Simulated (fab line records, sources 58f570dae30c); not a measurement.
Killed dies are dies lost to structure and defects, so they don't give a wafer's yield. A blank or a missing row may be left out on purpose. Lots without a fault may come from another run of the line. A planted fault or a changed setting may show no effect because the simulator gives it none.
Which tool did it? | flow berkeley_cmos170 | 14 lots, 42 wafers sampled, at 3 steps of a route of 331

WHAT THE GAUGES READ, wafer by wafer
UCB170_NSD_OVL_MEAS_07. Usual: NSD_OVL -1 nm, standard deviation 5.5.
lot  | measured     | on         | NSD_OVL (nm) | flag
L459 | day 7 11:12  | overlay-02 | -8 -3 -7     |
L457 | day 7 11:13  | overlay-01 | -8 -1 -5     |
L460 | day 7 19:36  | overlay-02 | 1 -4 2       |
L462 | day 8 13:32  | overlay-02 | -4 -1 -6     |
L461 | day 8 13:49  | overlay-02 | 5 -2 4       |
L463 | day 9 03:53  | overlay-02 | 8 1 2        |
L466 | day 9 03:56  | overlay-02 | -8 -7 -11    |
L464 | day 9 04:02  | overlay-02 | -9 -6 -6     |
L467 | day 10 11:47 | overlay-01 | -5 -1 -9     |
L475 | day 11 14:43 | overlay-01 | -4 -5 1      |
L476 | day 12 01:16 | overlay-01 | 5 -3 9       |
L479 | day 12 21:55 | overlay-02 | -2 2 -1      |
L478 | day 12 22:05 | overlay-01 | -5 -4 -7     |
L480 | day 12 22:08 | overlay-02 | 0 1 1        |

UCB170_M1_THK_MEAS_02: measures by xrf. Usual: M1_AL_THK 602 nm, standard deviation 9.8.
lot  | measured     | on            | M1_AL_THK (nm) | flag
L459 | day 7 18:23  | film_metro-01 | 602 599 594    |
L457 | day 7 18:30  | film_metro-03 | 611 615 612    |
L460 | day 8 05:48  | film_metro-02 | 612 612 599    |
L462 | day 8 20:25  | film_metro-01 | 596 587 596    |
L461 | day 8 20:45  | film_metro-03 | 599 596 596    |
L463 | day 9 10:53  | film_metro-03 | 605 607 597    |
L466 | day 9 12:19  | film_metro-01 | 609 598 598    |
L464 | day 9 12:40  | film_metro-01 | 594 610 614    |
L467 | day 10 19:23 | film_metro-01 | 604 585 589    |
L475 | day 11 22:49 | film_metro-02 | 614 608 601    |
L476 | day 12 08:36 | film_metro-02 | 629 611 618    |
L479 | day 13 06:17 | film_metro-02 | 605 601 616    |
L478 | day 13 05:03 | film_metro-01 | 598 610 601    |
L480 | day 13 06:41 | film_metro-02 | 598 585 609    |

WHICH TOOL RAN EACH LOT (tool, then ch and the chambers of the sampled wafers, then the start)
lot  | UCB170_SDANNEAL_RTA_01
L459 | rtp_anneal-01 ch 0, day 7 12:31
L457 | rtp_anneal-02 ch 0, day 7 12:41
L460 | rtp_anneal-01 ch 0, day 8 00:11
L462 | rtp_anneal-02 ch 0, day 8 14:56
L461 | rtp_anneal-01 ch 0, day 8 15:10
L463 | rtp_anneal-01 ch 0, day 9 05:13
L466 | rtp_anneal-02 ch 0, day 9 05:16
L464 | rtp_anneal-01 ch 0, day 9 05:25
L467 | rtp_anneal-02 ch 0, day 10 13:11
L475 | rtp_anneal-01 ch 0, day 11 16:27
L476 | rtp_anneal-02 ch 0, day 12 02:49
L479 | rtp_anneal-01 ch 0, day 12 23:36
L478 | rtp_anneal-02 ch 0, day 12 23:34
L480 | rtp_anneal-02 ch 0, day 12 23:51
- UCB170_SDANNEAL_RTA_01: time 5 s.

WHAT THE TOOLS THEMSELVES READ (means of the sampled wafers that have a number; where no wafer has one, the mark that the record gives instead)
UCB170_SDANNEAL_RTA_01. Usual: lamp_power_pct 41 %, standard deviation 5.1; wafer_temp_C_max 1054.8, standard deviation 1.7.
lot  | tool          | lamp_power_pct (%) | wafer_temp_C_max | flag
L459 | rtp_anneal-01 | 46                 | 1053.0           |
L457 | rtp_anneal-02 | 36                 | 1056.6           |
L460 | rtp_anneal-01 | 46                 | 1053.4           |
L462 | rtp_anneal-02 | 36                 | 1055.7           |
L461 | rtp_anneal-01 | 46                 | 1053.1           |
L463 | rtp_anneal-01 | 46                 | 1052.8           |
L466 | rtp_anneal-02 | 36                 | 1055.6           |
L464 | rtp_anneal-01 | 46                 | 1053.2           |
L467 | rtp_anneal-02 | 36                 | 1056.8           |
L475 | rtp_anneal-01 | 46                 | 1053.2           |
L476 | rtp_anneal-02 | 36                 | 1056.1           |
L479 | rtp_anneal-01 | 46                 | 1053.9           |
L478 | rtp_anneal-02 | 36                 | 1056.7           |
L480 | rtp_anneal-02 | 36                 | 1056.2           |

THE ANSWER, worked out from the rows above alone
Rule: a lot is off if the mean of its wafers that have a number lies more than 3 standard deviations from the usual mean. A lot without any number at a reading at which 4 lots or more have one is off too. The other lots that the step has rows for count as sound. The gauges are gone through in route order, then the tools' own readings, and for those a lot's mean is taken as printed above. The first step at which some lot is off is used, and at that step the reading that is off furthest; a lot without a number counts as furthest.
No lot is off at any reading shown: from this, nothing can be told.

WHAT THE SIMULATOR HAD PUT IN
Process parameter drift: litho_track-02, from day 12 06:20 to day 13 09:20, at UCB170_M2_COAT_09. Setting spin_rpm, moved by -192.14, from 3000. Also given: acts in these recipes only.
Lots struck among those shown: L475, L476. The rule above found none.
